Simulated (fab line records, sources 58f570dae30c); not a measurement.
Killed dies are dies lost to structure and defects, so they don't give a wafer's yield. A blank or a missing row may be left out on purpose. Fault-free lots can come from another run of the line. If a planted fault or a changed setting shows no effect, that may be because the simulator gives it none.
Split-lot experiment + flow berkeley_cmos170 + route with 331 steps; 5 lots, 23 wafers read

## SPLIT DETAILS
At UCB170_START_OXIDATION_02 (target thk 20 nm, ox time 1800 s), the setting temp_c was moved away from the recipe's 950 C on 20 of the 23 wafers read, by -2.7% to +1.6%. For the rest of the wafers, this setting stayed at what the recipe calls for.

The file shows no step between the split and the reading.

## THE READING
At UCB170_START_THK_MEAS_03: START_OXIDE_THK, given in nm. A value of 19.8 nm with a standard deviation of 0.31 nm is what fault-free wafers of this fab line usually give.

| wafer  | tool, chamber at the split | temp_c as run, C | against the recipe | START_OXIDE_THK, nm | against lot-mates on the recipe |
|--------|----------------------------|------------------|--------------------|---------------------|---------------------------------|
| L075.1 | -, -                       | 932              | -1.9%              | 16.2                | no lot-mate on the recipe       |
| L075.2 | -, -                       | 932              | -1.9%              | 16.2                | no lot-mate on the recipe       |
| L075.3 | -, -                       | 932              | -1.9%              | 16.3                | no lot-mate on the recipe       |
| L075.4 | -, -                       | 932              | -1.9%              | 16.6                | no lot-mate on the recipe       |
| L075.5 | -, -                       | 932              | -1.9%              | 16.6                | no lot-mate on the recipe       |
| L078.3 | furnace-04, 0              | 950              | recipe             | 19.7                | -                               |
| L078.5 | furnace-04, 0              | 950              | recipe             | 19.9                | -                               |
| L078.6 | furnace-04, 0              | 950              | recipe             | 19.9                | -                               |
| L079.2 | -, -                       | 924.5            | -2.7%              | 15.2                | no lot-mate on the recipe       |
| L079.3 | -, -                       | 924.5            | -2.7%              | 15.3                | no lot-mate on the recipe       |
| L079.4 | -, -                       | 924.5            | -2.7%              | 15.2                | no lot-mate on the recipe       |
| L079.5 | -, -                       | 924.5            | -2.7%              | 15.3                | no lot-mate on the recipe       |
| L079.6 | -, -                       | 924.5            | -2.7%              | 15.4                | no lot-mate on the recipe       |
| L082.1 | -, -                       | 965              | +1.6%              | 22.8                | no lot-mate on the recipe       |
| L082.2 | -, -                       | 965              | +1.6%              | 22.5                | no lot-mate on the recipe       |
| L082.3 | -, -                       | 965              | +1.6%              | 23.2                | no lot-mate on the recipe       |
| L082.4 | -, -                       | 965              | +1.6%              | 22.8                | no lot-mate on the recipe       |
| L082.5 | -, -                       | 965              | +1.6%              | 23.2                | no lot-mate on the recipe       |
| L084.2 | -, -                       | 931.1            | -2.0%              | 15.4                | no lot-mate on the recipe       |
| L084.3 | -, -                       | 931.1            | -2.0%              | 15.4                | no lot-mate on the recipe       |
| L084.4 | -, -                       | 931.1            | -2.0%              | 15.1                | no lot-mate on the recipe       |
| L084.5 | -, -                       | 931.1            | -2.0%              | 15.3                | no lot-mate on the recipe       |
| L084.6 | -, -                       | 931.1            | -2.0%              | 15.2                | no lot-mate on the recipe       |

THE FIT
A straight line over all 23 wafers: START_OXIDE_THK changes by +1.89 nm for each +1% of temp_c; r = +0.99; the points scatter about the line by 0.5 nm.
Too few moved wafers have a lot-mate on the recipe to fit a line with each lot's own level taken away.

## THE WHOLE CHAIN: every reading that the file lists as answering this split, in the file's order
| step                      | what it does                     | reading                                                                            | change (the file's fit)              | r (the file's) |
|---------------------------|----------------------------------|------------------------------------------------------------------------------------|--------------------------------------|----------------|
| UCB170_START_OXIDATION_02 | target thk 20 nm, ox time 1800 s | SiO2_of_START_OXIDATION_02.thk_nm (the simulator's own value, which no gauge read) | +1.89 nm for each +1% of the setting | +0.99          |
| UCB170_START_THK_MEAS_03  |                                  | START_OXIDE_THK                                                                    | +1.89 for each +1% of the setting    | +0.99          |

## THE FILE'S OWN FIT
START_OXIDE_THK changes by +1.89 nm for each +1% of temp_c, r = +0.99.
